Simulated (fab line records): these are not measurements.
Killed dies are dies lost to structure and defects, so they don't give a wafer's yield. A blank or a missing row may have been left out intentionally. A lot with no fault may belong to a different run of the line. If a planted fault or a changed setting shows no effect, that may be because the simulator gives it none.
One fault seen from 2 desks ; flow rit-cmos ; each desk has only its own numbers; what lay behind them comes last

## AT THE TOOL OWNER'S DESK: implanter-04
For each lot that ran on this tool, the mean over its sampled wafers that have a number, from the tool's own readings at RIT_NSD_IMPLANT_08. Marked OUT: a lot whose mean sits more than 4 standard deviations from the usual mean, which makes it out of limits; the brackets give that distance.
Columns: A = dose-ions-cm2 at RIT_NSD_IMPLANT_08, usual 1.0001e+15; B = faraday-current-uA at RIT_NSD_IMPLANT_08, usual 3130
lot;first seen here;A;B
L503;day 3 10:04;1.0009e+15;3063
L506;day 4 02:12;9.9937e+14;3147
L508;day 4 09:50;1.0010e+15;3140
L510;day 4 21:59;9.9997e+14;3165
L513;day 5 11:08;1.0438e+15 (+44) OUT;3325
L515;day 5 23:07;1.0435e+15 (+43) OUT;3264
L516;day 6 03:07;1.0437e+15 (+44) OUT;3208
This desk finds L513, L515, L516 out of limits, L513 being first, at day 5 11:08 (dose-ions-cm2 at RIT_NSD_IMPLANT_08). L503, L506, L508, L510: within limits.

## AT THE METROLOGY DESK
Means of the sampled wafers that have a number, per lot and without regard to the tool the lot ran on: this is what the gauges read. Marked OUT: a lot whose mean sits more than 4 standard deviations from the usual mean, which makes it out of limits; the brackets give that distance.
Columns: A = NWELL_OVL at RIT_NWELL_OVL_MEAS_06, usual -0.5 nm; B = GATE_OVL at RIT_GATE_OVL_MEAS_17, usual 0.2 nm; C = NSD_RS at RIT_SDANNEAL_RS_MEAS_05, usual 84.63 ohm/sq; D = NLDD_RS at RIT_SDANNEAL_RS_MEAS_07, usual 151.8 ohm/sq
lot;first seen here;A;B;C;D
L503;day 2 07:48;-3.5;1.3;84.85;151.4
L506;day 2 21:25;-1.2;1.4;84.92;152.1
L508;day 3 07:08;-0.9;2.2;84.87;152.3
L509;day 3 13:08;0.8;-0.0;84.41;151.2
L510;day 3 18:16;1.6;1.4;84.52;151.9
L512;day 4 03:20;-1.4;0.2;84.36;151.4
L513;day 4 08:16;0.8;-0.9;81.84 (-9.6) OUT;151.6
L514;day 4 13:29;-0.3;-1.4;84.51;151.2
L515;day 4 20:20;-2.2;1.1;82.20 (-8.4) OUT;151.6
L516;day 4 23:52;-0.9;-2.1;81.72 (-10) OUT;152.3
L517;day 5 05:11;-1.3;-0.9;84.37;151.2
L518;day 5 09:08;-0.5;-1.0;84.84;151.1
L519;day 5 15:50;-0.3;1.9;84.32;152.5
L522;day 6 05:20;0.6;-0.7;84.66;152.4
L524;day 6 15:16;2.3;2.9;84.81;151.6
This desk finds L513, L515, L516 out of limits, with the earliest case on L513 at day 5 13:31 (NSD_RS at RIT_SDANNEAL_RS_MEAS_05). L503, L506, L508, L509, L510, L512, L514, L517, L518, L519, L522, L524: within limits.

## BROUGHT TOGETHER
The tool owner's desk could have raised an alarm at day 5 11:08, on L513, L515, L516.
At day 5 13:31 the metrology desk could have sounded an alarm, on L513, L515, L516.
Every lot named ran RIT_NSD_IMPLANT_08 on implanter-04.

## WHAT THE SIMULATOR HAD INSERTED
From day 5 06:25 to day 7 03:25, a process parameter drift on implanter-04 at RIT_NSD_IMPLANT_08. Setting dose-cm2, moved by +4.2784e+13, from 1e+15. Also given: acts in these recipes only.
Lots struck among those shown: L513, L515, L516.
Delay (hours) between the fault's onset and each desk's first out-of-limits reading: 5 at the tool owner's desk, 7 at the metrology desk.
